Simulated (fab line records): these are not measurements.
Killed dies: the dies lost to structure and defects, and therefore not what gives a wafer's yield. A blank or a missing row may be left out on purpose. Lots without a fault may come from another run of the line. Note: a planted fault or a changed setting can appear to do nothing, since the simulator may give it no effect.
Struck lot and sound lot, side by side	flow rit cmos	27 steps out of a route of 202
Sound: the wafers L908.2, L908.3, L908.6. Struck: wafer L924.5. (L924.1, L924.4 of the same lot were not struck and are left out.) The cause comes at the end.
Per side, at each step with rows, come the tool, then ch with its chambers, and then its first start. Under that, the readings that differ: sound wafers	struck wafers	difference of the means	sigmas: that difference in standard deviations of wafers without a fault.
alike: a reading whose means differ by less than 2 such deviations, as well as words and numbers matching on both sides. not compared: withheld readings; readings where some wafer has no value; bounds like >300 that might hide an equal value; numbers whose values overlap and for which the record gives no deviation.
Wherever a step has rows on one side only, a row that says differs or no value, or a row with sigmas, the two part there. Numbers that have no deviation but don't overlap get no sigmas and don't part them. Lack of a reading on every wafer of one side parts them only where that side has two or more wafers.

first, 4 steps without rows for these wafers: RIT_CONTACT_SOFTBAKE_04 (time 60 s); RIT_CONTACT_EXPOSE_05 (exposes mask M11, target cd 1000 nm); RIT_CONTACT_PEB_06; RIT_CONTACT_DEVELOP_07 (develop time 120 s).
RIT_CONTACT_CD_MEAS_08: target cd 1000 nm.
  sound on cd sem-02 at day 3 05:14; struck on cd sem-02 at day 6 10:50
  alike: cd nm
RIT_CONTACT_OVL_MEAS_09:
  sound on overlay-01 at day 3 05:20; struck on overlay-01 at day 6 10:57
  alike: CONTACT_OVL
then, 1 step without rows for these wafers: RIT_CONTACT_HARDBAKE_10 (time 60 s).
RIT_CONTACT_ETCH_11: etches SiO2 in CHF3/CF4/Ar, stops on TiSi2, target depth 480 nm, time 320 s.
  sound on rie diel-02 ch 2,3, day 3 05:31; struck on rie diel-04 ch 0, day 6 11:12
reading	sound	struck	difference	sigmas
throttle valve pct (%)	8.82 8.90 8.83	9.15	+0.30	+2
  alike: drypump motor current A, oes product au
  not compared: rf hours counter h
RIT_CONTACT_STRIP_12: strips in O2, time 180 s.
  sound on plasma asher-02 ch 1, day 3 05:43; struck on plasma asher-04 ch 1, day 6 11:24
  alike: drypump motor current A
  not compared: rf hours counter h
RIT_CONTACT_CD_MEAS_90: target cd 1000 nm.
  sound on cd sem-02 at day 3 05:55; struck on cd sem-02 at day 6 11:34
  alike: cd nm
then, 2 steps without rows for these wafers: RIT_CONTACT_CLEAN_13 (cleans in SC1, time 600 s); RIT_CONTACT_CLEAN_14 (cleans in SC2, time 600 s).
RIT_M1_SPUTTER_00: material Al, target thk 400 nm, time 500 s.
  sound on pvd sputter-01 at day 3 06:38; struck on pvd sputter-03 at day 6 12:02
reading	sound	struck	difference	sigmas
model.Al_of_M1_SPUTTER_00.thk nm (nm)	389.2 393.6 394.9	575.1	+182.5	
  alike: throttle valve pct
RIT_M1_RS_MEAS_01: measurement is done with a four-point probe.
  sound on film metro-02 at day 3 06:56; struck on film metro-01 at day 6 12:20
reading	sound	struck	difference	sigmas
M1_AL_RS (ohm/sq)	0.0758 0.0751 0.0747	0.0507	-0.0245	-22
RIT_M1_THK_MEAS_02: measures by xrf.
  sound on film metro-02 at day 3 07:03; struck on film metro-01 at day 6 12:28
reading	sound	struck	difference	sigmas
M1_AL_THK (nm)	387 392 393	576	+185	+30
then, 6 steps without rows for these wafers: RIT_M1_HMDS_03 (prime time 60 s); RIT_M1_COAT_04 (resist thk 1300 nm); RIT_M1_SOFTBAKE_05 (time 60 s); RIT_M1_EXPOSE_06 (exposes mask M12, target cd 2600 nm); RIT_M1_PEB_07; RIT_M1_DEVELOP_08 (develop time 68 s).
RIT_M1_CD_MEAS_09: target cd 2600 nm.
  sound on cd sem-02 at day 3 08:00; struck on cd sem-02 at day 6 13:31
  alike: cd nm
RIT_M1_OVL_MEAS_10:
  sound on overlay-02 at day 3 08:07; struck on overlay-01 at day 6 13:38
  alike: M1_OVL
then, 1 step without rows for these wafers: RIT_M1_HARDBAKE_11 (time 120 s).
RIT_M1_METAL_ETCH_12: etches Al in Cl2/BCl3, stops on SiO2, time 165 s, target depth 600 nm.
  sound on rie metal-03 ch 0,1, day 3 08:37; struck on rie metal-03 ch 0, day 6 13:56
reading	sound	struck	difference	sigmas
oes product au (a.u.)	0.772 0.771 0.758	0.952	+0.185	+18
  alike: drypump motor current A, throttle valve pct
  not compared: rf hours counter h
then, 1 step without rows for these wafers: RIT_M1_STRIP_13 (strips in nmp, time 600 s).
RIT_M1_PROBE_99:
  sound on prober-01 at day 3 11:14; struck on prober-01 at day 6 16:24
reading	sound	struck	difference	sigmas
killed_at_M0_to_M3	0 0 0	4	+4	+29
killed at front end	11 19 14	6	-9	-3
killed open	3 9 6	2	-4	-2
killed short	8 10 8	4	-5	-2
model.etest.tester.sort n pass	253 245 250	0	-249	
model.etest.tester.sort yield pct (%)	95.83 92.8 94.7	0	-94	
model.etest.m1 comb over steps.over limit	0 0 0	1	+1	
model.etest.ring.over limit	0 0 0	1	+1	
model.etest.m1.rs ohm sq	0.07434 0.07366 0.07311	0.05055	-0.02315	
model.etest.antenna m1.vt shift v (V)	-0.01357 -0.01256 -0.01123	-0.001245	+0.011208	
  alike: defect limited yield, killed dies
  not compared: model.etest.tester.sort_bin_5_pct

## WHERE THEY PART
Earliest at RIT_CONTACT_ETCH_11; latest, in this record, at RIT_M1_PROBE_99.

WHY: whatever the simulator had introduced
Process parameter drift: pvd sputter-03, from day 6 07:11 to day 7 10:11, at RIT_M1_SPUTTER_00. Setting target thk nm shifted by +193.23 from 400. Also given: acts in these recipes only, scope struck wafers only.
